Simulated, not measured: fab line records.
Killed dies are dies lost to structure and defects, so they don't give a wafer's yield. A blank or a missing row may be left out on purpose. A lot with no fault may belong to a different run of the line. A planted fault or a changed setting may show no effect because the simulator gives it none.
Which tool is to blame? | flow ritCmos | 39 wafers from 13 lots sampled at 2 of the route's 202 steps

WHAT THE GAUGES READ, wafer by wafer
The record holds no reading of a measuring or inspecting step that can be judged against a usual standard deviation.

WHICH TOOL RAN EACH LOT (tool, then ch and the chambers of the sampled wafers, then the start)
lot  | RIT_M1_COAT_04                  | RIT_M1_PROBE_99
L955 | lithoTrack-02 ch 0, day 3 09:10 | -
L956 | lithoTrack-02 ch 0, day 3 15:58 | -
L960 | lithoTrack-03 ch 0, day 4 13:14 | -
L961 | lithoTrack-02 ch 0, day 4 15:00 | -
L964 | lithoTrack-03 ch 0, day 5 13:06 | -
L965 | lithoTrack-04 ch 0, day 5 14:26 | -
L966 | lithoTrack-04 ch 0, day 5 18:07 | -
L970 | lithoTrack-03 ch 0, day 6 10:10 | -
L973 | lithoTrack-03 ch 0, day 7 01:39 | prober-01, day 7 05:04
L974 | lithoTrack-02 ch 0, day 7 08:26 | -
L975 | lithoTrack-03 ch 0, day 7 14:46 | -
L976 | lithoTrack-02 ch 0, day 7 16:50 | -
L978 | lithoTrack-03 ch 0, day 8 04:16 | -
- RIT_M1_COAT_04: resist thk 1300 nm.
- RIT_M1_PROBE_99

AS READ BY THE TOOLS THEMSELVES (means over the sampled wafers that have a number; for cases with no such wafer, the mark the record gives instead)
RIT_M1_COAT_04. Usual: 2000.2 rpm for spinSpeedRpm, sd 1.4.
lot  | tool          | spinSpeedRpm (rpm) | flag
L955 | lithoTrack-02 | 2000.5             | 
L956 | lithoTrack-02 | 2001.7             | 
L960 | lithoTrack-03 | 1999.7             | 
L961 | lithoTrack-02 | 1998.7             | 
L964 | lithoTrack-03 | 2000.6             | 
L965 | lithoTrack-04 | 1849.6             | OFF
L966 | lithoTrack-04 | 1851.0             | OFF
L970 | lithoTrack-03 | 1999.4             | 
L973 | lithoTrack-03 | 1998.9             | 
L974 | lithoTrack-02 | 2000.1             | 
L975 | lithoTrack-03 | 2002.4             | 
L976 | lithoTrack-02 | 2002.1             | 
L978 | lithoTrack-03 | 2001.0             | 

RIT_M1_PROBE_99. Usual: killed_at_M0_to_M3 0.0, standard deviation 0.12; killedAtContacts 0.1, standard deviation 0.34; killedAtFrontEnd 7.0, standard deviation 2.9; killedDies 7.2, standard deviation 2.9; killedOpen 3.6, standard deviation 1.9; killedShort 3.5, standard deviation 2.1.
lot  | tool      | killed_at_M0_to_M3 | killedAtContacts | killedAtFrontEnd | killedDies | killedOpen | killedShort | flag
L973 | prober-01 | 0.0                | 0.0              | 7.7              | 7.7        | 5.0        | 2.7         | 

THE ANSWER, worked out from the rows above alone
Rule: a lot counts as off when the mean over its wafers that have a number is more than 3 standard deviations away from the usual mean. Also off: a lot with no number at a reading for which 4 or more lots have one. The other lots that the step has rows for count as sound. The gauges are gone through in route order, then the tools' own readings, and for those a lot's mean is taken as printed above. At the first step where some lot is off, the reading lying furthest off is the one used; lots without a number count as furthest.
Off, at RIT_M1_COAT_04 on spinSpeedRpm: L965, L966.
If a tool, at that step or one of the process steps before it, ran each lot that is off and ran no sound lot following the first of them, it fits. One fits: RIT_M1_COAT_04 on lithoTrack-04. It ran no sound lot before its first lot that is off in this sample, so the start can't be narrowed down.
The tool's own readings at RIT_M1_COAT_04 bear it out: on the lots that are off they differ by more than 5 times the standard deviation of the sound lots' means. spinSpeedRpm reads 1850.3 rpm there against 2000.5 rpm on the sound lots.

WHAT HAD BEEN PUT IN BY THE SIMULATOR
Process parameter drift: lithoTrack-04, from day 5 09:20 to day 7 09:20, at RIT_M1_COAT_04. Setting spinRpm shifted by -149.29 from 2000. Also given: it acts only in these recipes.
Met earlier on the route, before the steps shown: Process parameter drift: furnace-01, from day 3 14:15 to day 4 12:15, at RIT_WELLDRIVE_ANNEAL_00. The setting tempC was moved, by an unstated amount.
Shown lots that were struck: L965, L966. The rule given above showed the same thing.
